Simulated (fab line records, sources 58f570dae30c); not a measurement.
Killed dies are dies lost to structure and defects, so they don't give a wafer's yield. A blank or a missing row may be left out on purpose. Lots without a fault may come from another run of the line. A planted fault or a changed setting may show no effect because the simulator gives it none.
Problem report in the 8D (eight disciplines) form, filled by code | flow berkeley_cmos170 | the parts of the form that need people (team, actions taken, sign-off) are left out

1. THE PROBLEM
GATE_POLY_THK at UCB170_GATE_THK_MEAS_05 reads a mean of 114.9 nm on 6 wafers of 2 lots; wafers without a fault read 213.7 nm with a standard deviation of 2.7. That is -37 standard deviations from the usual mean.
First seen on wafer L486.3, day 7 05:30, on film_metro-04. The record holds 42 wafers of 14 lots with a number at this step. Rule for "out", or "out of limits": more than 4 standard deviations from the usual mean. The other wafers with a number count as sound.

2. WHAT IT IS AND WHAT IT IS NOT
question                    | is                           | is not
which readings at this step | GATE_POLY_THK                | -
which lots                  | L486, L487                   | L479, L481, L489, L491, L495, L496, L497, L498, L499, L500, L501, L502
which wafers of those lots  | all that have a number       | -
read on which gauges        | film_metro-02, film_metro-04 | film_metro-01
when                        | from day 7 05:30             | up to then (6 sound wafers); but 30 sound wafers of L489, L491, L495, L496, L497, L498, L499, L500, L501, L502 came after

3. SUSPECTS, AND WHAT RULES EACH OUT
Counting: a tool at a process step up to the reading stays a suspect if it ran every lot that is out and no sound lot after the first of them.
- the gauge at UCB170_GATE_THK_MEAS_05: ruled out. The wafers that are out were read on 2 gauges (film_metro-02, film_metro-04).
- lpcvd-01 at UCB170_GATE_CVD_04 (deposits poly-Si from SiH4, time 1440 s, target thk 214 nm): ruled out as a lasting fault. Sound lots L500, L501, L502 ran on it after its first lot that is out, L486 (day 7 04:05).
Left after counting: nothing in the record.

4. THE CAUSE (what the simulator had put in)
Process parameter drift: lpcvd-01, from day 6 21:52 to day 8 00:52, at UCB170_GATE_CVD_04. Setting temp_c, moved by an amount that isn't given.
Counting ruled it out, wrongly: the rule takes a fault to strike every lot that its tool runs from its start on, and this one did not.

5. THE CHAIN OF EFFECTS, in route order
Each row: a reading whose mean over the struck wafers that have a number lies more than 3 standard deviations from the usual. Only readings for which the record gives a usual standard deviation are gone through. hours: the time from each lot's start at the first step in this table that gives one to its start at this step, as a median over the lots. sigmas: the change in usual standard deviations.
hours | step                    | reading           | usual      | on struck wafers | change | sigmas
0     | UCB170_GATE_CVD_04      | spike_tc_centre_C | 612.8 C    | 587.1            | -25.7  | -21
0     | UCB170_GATE_CVD_04      | spike_tc_load_C   | 633 C      | 606              | -27    | -6.2
0     | UCB170_GATE_CVD_04      | spike_tc_source_C | 631 C      | 604              | -27    | -8.9
0     | UCB170_GATE_CVD_04      | susceptor_temp_C  | 609.99 C   | 584.93           | -25.06 | -93
1     | UCB170_GATE_THK_MEAS_05 | GATE_POLY_THK     | 213.7 nm   | 114.9            | -98.8  | -37
5     | UCB170_GATE_ETCH_15     | oes_product_au    | 0.832 a.u. | 0.570            | -0.262 | -20
The process steps in it:
- UCB170_GATE_CVD_04: deposits poly-Si from SiH4, time 1440 s, target thk 214 nm.
- UCB170_GATE_ETCH_15: etches poly-Si in HBr/Cl2, stops on SiO2, time 56.3 s, target depth 278.2 nm.

6. WHAT WOULD HAVE CAUGHT IT SOONER
In this record the first reading out of limits at a measuring or inspecting step was taken at day 7 05:30, 8 hours after the fault began at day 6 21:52.
The tool's own readings at UCB170_GATE_CVD_04 were out on every struck wafer that the step has a row for (spike_tc_centre_C, spike_tc_load_C, spike_tc_source_C, susceptor_temp_C): an alarm limit on them would have fired on the first of those.
